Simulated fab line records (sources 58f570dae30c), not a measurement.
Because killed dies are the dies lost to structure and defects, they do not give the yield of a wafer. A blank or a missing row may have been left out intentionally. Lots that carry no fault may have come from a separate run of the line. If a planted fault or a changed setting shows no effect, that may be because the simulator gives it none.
Struck lot and sound lot, side by side    flow berkeley_cmos170    14 out of 331 route steps
Sound: these wafers, L289.1, L289.3, L289.6. Wafers struck: L302.3, L302.4, L302.5. The cause is given at the end.
At each step with rows: each side's tool, then ch and its chambers, then its first start. Under that, the readings that differ: sound wafers    struck wafers    difference of the means    sigmas: that difference in standard deviations of wafers without a fault.
alike: same words and numbers on both sides, and readings whose means sit less than 2 such deviations apart. not compared: any withheld reading, any reading some wafer has no value for, any bound like >300 that may hide the same value, and any number with overlapping values for which the record gives no deviation.
Wherever a step has rows on one side only, a row that says differs or no value, or a row with sigmas, the two part there. Numbers that don't overlap but have no deviation are shown without sigmas and don't part them. A reading missing from all wafers of one side parts the sides only when that side holds two or more wafers.

UCB170_START_BOW_MEAS_00:
  sound: film_metro-02 at day 1 10:00; struck: film_metro-04 at day 4 03:02
  alike: INCOMING_BOW
then, 2 steps without rows for these wafers: UCB170_START_CLEAN_01 (cleans in dHF, time 60 s); UCB170_START_OXIDATION_02 (target thk 20 nm, ox time 1746 s).
UCB170_START_THK_MEAS_03:
  sound: film_metro-02 at day 1 15:00; struck: film_metro-04 at day 4 09:41
  alike: START_OXIDE_THK
then, 7 steps without rows for these wafers: UCB170_START_ANNEAL_04 (time 1200 s); UCB170_ZERO_HMDS_00 (prime time 60 s); UCB170_ZERO_COAT_01 (resist thk 900 nm); UCB170_ZERO_SOFTBAKE_02 (time 60 s); UCB170_ZERO_EXPOSE_03 (exposes mask PM MARKS, target cd 4000 nm); UCB170_ZERO_PEB_04; UCB170_ZERO_DEVELOP_05 (develop time 45 s).
UCB170_ZERO_ETCH_06: etches SiO2 in CHF3/CF4/Ar, time 12 s.
  sound on rie_diel-03 ch 0,1,2, day 1 17:53; struck on rie_diel-01 ch 0,1,3, day 4 18:08
  alike: drypump_motor_current_A, oes_product_au, throttle_valve_pct
  not compared: rf_hours_counter_h
UCB170_ZERO_STRIP_07: strips in O2.
  sound on plasma_asher-02 ch 0,1, day 1 17:55; struck on plasma_asher-01 ch 0,1, day 4 18:12
  no value came back on the struck wafers for chamber_pressure_mTorr (mTorr), drypump_motor_current_A (A), oes_product_au (a.u.), strip_time_to_endpoint_s (s); on the sound wafers chamber_pressure_mTorr (mTorr) reads 3493 3503 3499
reading                                sound  struck           difference  sigmas
model.KrF_of_ZERO_COAT_01.thk_nm (nm)  0 0 0  887.6 886.6 884  +886.1      
  not compared: rf_hours_counter_h
-- the record jumps here: 7 days lie between the struck wafers' starts before and after (it left off in module ZERO and takes up again in module M3, whose first step shown is number 331 of the route) --
UCB170_M3_PROBE_99:
  the record has rows for the struck wafers here (prober-01, day 12 03:02) and none for the sound ones

## WHERE THEY PART
At UCB170_ZERO_STRIP_07 first; at UCB170_M3_PROBE_99 last (within this record only).

WHY: whatever the simulator had introduced
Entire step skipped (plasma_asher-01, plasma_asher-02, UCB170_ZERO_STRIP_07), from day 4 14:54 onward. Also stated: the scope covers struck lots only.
